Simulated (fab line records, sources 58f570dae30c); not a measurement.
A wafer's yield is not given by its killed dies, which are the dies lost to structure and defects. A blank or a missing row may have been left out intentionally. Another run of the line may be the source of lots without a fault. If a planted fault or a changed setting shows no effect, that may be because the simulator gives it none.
The tool behind it: which one? | flow berkeleyCmos170 | at 1 step of a route of 331, 7 lots with 21 wafers sampled

WHAT THE GAUGES READ, wafer by wafer
UCB170_START_THK_MEAS_03.
lot  | measured    | on           | START_OXIDE_THK (nm)
L518 | day 1 20:57 | filmMetro-04 | 19.4 19.7 19.3
L519 | day 2 03:16 | filmMetro-04 | 20.3 20.3 20.4
L522 | day 2 14:43 | filmMetro-02 | 19.6 19.9 19.4
L528 | day 3 20:28 | filmMetro-04 | 19.9 19.7 19.9
L532 | day 4 16:28 | filmMetro-02 | 19.6 20.0 19.9
L535 | day 5 08:35 | filmMetro-04 | 20.2 20.1 20.3
L538 | day 6 00:19 | filmMetro-02 | 20.9 20.7 20.7

TOOL THAT RAN EACH LOT (tool first, then ch and the chambers of the sampled wafers, then the start)
Record: no process step prior to these readings.

THE ANSWER, worked out from the rows above alone
Rule: the usual values come from the lots themselves. Put in order of their means at a reading, lots are off if they are a third of the lots or fewer, leave a main group of 4 or more, and stand apart from it by a gap of 3 or more times the standard deviation of the main group's means; of several such gaps the widest counts. The tables above print the reading to a certain number of digits; a main group whose means all agree to those digits is not used. A lot without any number at a reading at which 4 lots or more have one is off too. Where the step has rows for the other lots, those lots are counted as sound.
No lot is off at any reading shown: from this, nothing can be told.

WHAT WAS PUT IN BY THE SIMULATOR
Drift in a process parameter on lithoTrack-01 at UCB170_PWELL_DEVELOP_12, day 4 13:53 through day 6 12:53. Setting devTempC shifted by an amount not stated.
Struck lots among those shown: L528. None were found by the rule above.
